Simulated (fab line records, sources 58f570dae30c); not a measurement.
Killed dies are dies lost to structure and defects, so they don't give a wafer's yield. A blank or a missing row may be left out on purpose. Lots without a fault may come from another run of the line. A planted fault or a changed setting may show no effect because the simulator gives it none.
Chamber matching | flow berkeley_cmos170 | UCB170_M2_ETCH_17 on rie_diel-03: 4 sister chambers
The step etches BARC in N2/H2. 4 wafers are shown with their chamber, then 7 later ones without.

WAFERS WITH THEIR CHAMBER
wafer  | chamber | throttle_valve_pct (%)
L862.3 | 2       | 13.06
L862.6 | 3       | 13.19
L863.2 | 0       | 13.55
L863.3 | 1       | 13.44

WAFERS WITHOUT THEIR CHAMBER
wafer  | throttle_valve_pct (%)
L863.4 | 13.08
L864.1 | 13.06
L864.3 | 13.58
L864.6 | 13.56
L876.2 | 13.18
L876.3 | 13.06
L876.4 | 13.44

WHICH CHAMBER EACH WENT THROUGH
wafer  | from the rows above | in truth
L863.4 | 2                   | 2
L864.1 | 2                   | 2
L864.3 | 0                   | 0
L864.6 | 0                   | 0
L876.2 | 3                   | 3
L876.3 | 2                   | 2
L876.4 | 1                   | 1
Placed correctly: 7 of 7. Can't be placed from these rows: 0. Placed wrongly: 0.
How it was worked out, from the rows above alone: a wafer's distance from a chamber is the root of the sum, over the readings, of the square of ((its reading less the chamber's mean) divided by the reading's scatter). The wafer belongs to the nearest chamber; if the next one is less than 2 further off, it can't be placed. A chamber's mean is the mean of its shown wafers. The scatter: with one shown wafer a chamber, the root of the mean of the squares of how far each hidden wafer lies from its nearest shown one.
